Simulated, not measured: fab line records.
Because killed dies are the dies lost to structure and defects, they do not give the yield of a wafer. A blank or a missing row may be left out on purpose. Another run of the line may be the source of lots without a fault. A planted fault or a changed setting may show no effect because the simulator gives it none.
Which tool was responsible? -- flow ritCmos -- 7 lots, 21 wafers sampled, at 2 steps of a route of 202

== WHAT THE GAUGES READ, wafer by wafer ==
RIT_PLDD_TW_MEAS_10.
lot,measured,on,PLDD_TW
L723,day 3 06:30,filmMetro-04,2333 2346 2334
L725,day 3 18:33,filmMetro-04,2331 2347 2329
L728,day 4 07:10,filmMetro-03,2400 2396 2392
L734,day 5 11:44,filmMetro-02,2406 2400 2403
L738,day 6 05:46,filmMetro-02,2347 2349 2347
L742,day 7 02:21,filmMetro-02,2330 2321 2323
L744,day 7 14:16,filmMetro-04,2343 2339 2336

== TOOL THAT RAN EACH LOT (tool first, then ch and the chambers of the sampled wafers, then the start) ==
lot,RIT_PLDD_IMPLANT_08
L723,"implanter-02 ch 0, day 3 06:11"
L725,"implanter-04 ch 0, day 3 18:14"
L728,"implanter-04 ch 0, day 4 06:51"
L734,"implanter-04 ch 0, day 5 11:25"
L738,"implanter-03 ch 0, day 6 05:26"
L742,"implanter-03 ch 0, day 7 02:02"
L744,"implanter-02 ch 0, day 7 13:56"
- RIT_PLDD_IMPLANT_08

== THE ANSWER, worked out from the rows above alone ==
Rule: the lots themselves supply what counts as usual. The widest of any qualifying gaps counts: lots, ordered by their means at a reading, are off when they make up no more than a third of the lots, leave a main group of 4 or more, and stand apart from it by 3 or more times the standard deviation of that group's means. If all means in a main group match to the digits the tables above print for the reading, that group is not used. Also off: a lot with no number at a reading for which 4 or more lots have one. All remaining lots with rows at the step are treated as sound.
Off: L728, L734, seen at RIT_PLDD_TW_MEAS_10 (PLDD_TW). The main group has a mean of 2337 with a standard deviation of 7.4.
A tool fits if, at a process step before that reading, it ran every lot that is off, and no sound lot after the first of them. The gauges at RIT_PLDD_TW_MEAS_10 are tried like those tools. One fits: RIT_PLDD_IMPLANT_08 on implanter-04. A fault onset in the window from L725 (day 3 18:14, its last sound lot) to L728 (day 4 06:51, its first lot off) fits.

== WHAT HAD BEEN PUT IN BY THE SIMULATOR ==
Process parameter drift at RIT_PLDD_IMPLANT_08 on implanter-04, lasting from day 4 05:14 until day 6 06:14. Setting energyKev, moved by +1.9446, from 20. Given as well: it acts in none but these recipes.
Struck lots among those shown: L728, L734. The same result came from the rule above.
